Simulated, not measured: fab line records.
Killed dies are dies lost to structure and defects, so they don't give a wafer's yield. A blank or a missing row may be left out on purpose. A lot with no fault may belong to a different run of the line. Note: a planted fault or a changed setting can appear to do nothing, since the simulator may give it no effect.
A single fault, viewed from 2 desks :: flow berkeleyCmos170 :: each desk has only its own numbers; what lay behind them comes last

THE METROLOGY DESK
Means of the sampled wafers that have a number, per lot and without regard to the tool the lot ran on: this is what the gauges read. Any lot whose mean is over 4 standard deviations away from the usual mean is out of limits and marked OUT; that distance is given in the brackets.
Columns: A = M2_AL_RS at UCB170_M2_RS_MEAS_02, usual 0.03221 ohm/sq; B = M2_AL_THK at UCB170_M2_THK_MEAS_03, usual 884 nm; C = cdNm at UCB170_M2_CD_MEAS_15, usual 699.6 nm
lot: L311
first seen here: day 9 00:16
A: 0.03236
B: 885
C: 698.9

lot: L317
first seen here: day 9 17:59
A: 0.03193
B: 897
C: 699.5

lot: L320
first seen here: day 10 14:27
A: 0.03224
B: 896
C: -

lot: L319
first seen here: day 10 14:31
A: 0.03201
B: 885
C: -

lot: L330
first seen here: day 12 18:41
A: 0.03203
B: 886
C: 698.4

lot: L331
first seen here: day 12 19:10
A: 0.03245
B: 875
C: 698.4
This desk found nothing out of limits on any of the 6 lots.

THE TOOL OWNER'S DESK: lithoTrack-04
The tool's own readings at UCB170_M2_DEVELOP_14 (develop time 45 s): means of the sampled wafers that have a number, for each lot that ran on this tool. Any lot whose mean is over 4 standard deviations away from the usual mean is out of limits and marked OUT; that distance is given in the brackets.
Columns: A = chillPlateTempC at UCB170_M2_DEVELOP_14, usual 23.00 C
lot: L317
first seen here: day 9 19:00
A: 22.95
This desk's finding: nothing out of limits on the one lot.

BROUGHT TOGETHER
Nothing out of limits was seen by the metrology desk.
The desk of the tool owner found nothing out of limits.

WHAT THE SIMULATOR HAD PUT IN
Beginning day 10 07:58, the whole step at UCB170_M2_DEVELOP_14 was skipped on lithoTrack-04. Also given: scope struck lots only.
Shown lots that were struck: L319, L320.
